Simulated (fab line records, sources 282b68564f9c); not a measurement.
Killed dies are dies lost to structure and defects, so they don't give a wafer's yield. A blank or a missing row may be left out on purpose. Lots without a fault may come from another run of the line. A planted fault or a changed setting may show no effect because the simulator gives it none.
Split-lot experiment | flow rit_cmos | 5 lots, 23 wafers read, on a route of 202 steps

THE SPLIT
At RIT_CONTACT_DEVELOP_07 (develop time 120 s), the setting develop_time_s was moved away from the recipe's 120 s on 8 of the 23 wafers read, by -5.0% to +6.3%. The other wafers ran this setting at the recipe's value.

FROM THE SPLIT TO THE READING: what the file shows between them, 3 steps
- RIT_CONTACT_CD_MEAS_08: target cd 1000 nm
- RIT_CONTACT_ETCH_11: etches SiO2 in CHF3/CF4/Ar, stops on TiSi2, target depth 480 nm, time 320 s (also split here: rf_w)
- RIT_CONTACT_STRIP_12: strips in O2, time 180 s

THE READING
cd_nm, in nm, at RIT_CONTACT_CD_MEAS_90 (target cd 1000 nm). Fault-free wafers of this fab line usually give 999.6 nm, standard deviation 2 nm.

wafer  | tool, chamber at the split | develop_time_s as run, s | against the recipe | cd_nm, nm | against lot-mates on the recipe
L074.1 | litho_track-04, 0          | 120                      | recipe             | 999.1     | -
L074.2 | litho_track-04, 0          | 125.6                    | +4.7%              | 1003.4    | +4.5
L074.4 | litho_track-04, 0          | 120                      | recipe             | 998.8     | -
L074.5 | litho_track-04, 0          | 125.6                    | +4.7%              | 1003.1    | +4.2
L074.6 | litho_track-04, 0          | 120                      | recipe             | 998.8     | -
L075.3 | litho_track-03, 0          | 120                      | recipe             | 1001.0    | -
L075.4 | litho_track-03, 0          | 120                      | recipe             | 998.6     | -
L075.5 | litho_track-03, 0          | 120                      | recipe             | 1002.6    | -
L078.1 | litho_track-03, 0          | 120                      | recipe             | 999.5     | -
L078.2 | litho_track-03, 0          | 120                      | recipe             | 1000.8    | -
L078.3 | litho_track-03, 0          | 120                      | recipe             | 999.3     | -
L078.4 | litho_track-03, 0          | 120                      | recipe             | 1002.0    | -
L078.5 | litho_track-03, 0          | 120                      | recipe             | 999.4     | -
L079.1 | litho_track-03, 0          | 127.6                    | +6.3%              | 1004.0    | +5.7
L079.2 | litho_track-03, 0          | 120                      | recipe             | 998.8     | -
L079.3 | litho_track-03, 0          | 120                      | recipe             | 997.9     | -
L079.4 | litho_track-03, 0          | 127.6                    | +6.3%              | 1003.0    | +4.7
L079.6 | litho_track-03, 0          | 127.6                    | +6.3%              | 1001.9    | +3.6
L081.1 | litho_track-03, 0          | 120                      | recipe             | 997.3     | -
L081.2 | litho_track-03, 0          | 114                      | -5.0%              | 991.5     | -6.0
L081.3 | litho_track-03, 0          | 114                      | -5.0%              | 991.9     | -5.6
L081.4 | litho_track-03, 0          | 120                      | recipe             | 997.6     | -
L081.5 | litho_track-03, 0          | 114                      | -5.0%              | 991.6     | -5.9

THE FIT
A straight line over all 23 wafers: cd_nm changes by +0.961 nm for each +1% of develop_time_s; r = +0.87; the points scatter about the line by 1.8 nm.
The same after taking each lot's own level away (the mean of its wafers on the recipe; 23 wafers): +0.917 nm for each +1%; r = +0.95; scatter 1 nm.
On that fit, the largest move of develop_time_s shifts the reading by 5.8 nm.
The lots' own levels span 997.45 to 1000.73 nm, that is 1.6 times the standard deviation above.
So the lot-to-lot level changes the slope little: the two slopes agree.
Check: with one of the wafers moved furthest among these (+6.3%) left out of the fit, the line predicts +5.47 nm for it against its lot-mates. It came out at +5.65 nm against them.

OTHER SPLITS ON THESE WAFERS
These wafers also went through other splits before the reading. Each is held against what the fit with the lots' levels taken away leaves over:
other split on the same wafers | wafers away from the commonest value | r with cd_nm (lot level and that fit taken away)
RIT_NSD_COAT_01 resist_thk_nm  | 7                                    | -0.31
RIT_SDANNEAL_CLEAN_00 time_s   | 15                                   | +0.09
RIT_CONTACT_ETCH_11 rf_w       | 8                                    | -0.14

THE WHOLE CHAIN: every reading that the file lists as answering this split, in the file's order
step                   | what it does      | reading | change (the file's fit)               | r (the file's)
RIT_CONTACT_CD_MEAS_08 | target cd 1000 nm | cd_nm   | +1.02 nm for each +1% of the setting  | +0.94
RIT_CONTACT_CD_MEAS_90 | target cd 1000 nm | cd_nm   | +0.902 nm for each +1% of the setting | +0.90

THE FILE'S OWN FIT
cd_nm changes by +0.902 nm for each +1% of develop_time_s, r = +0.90.
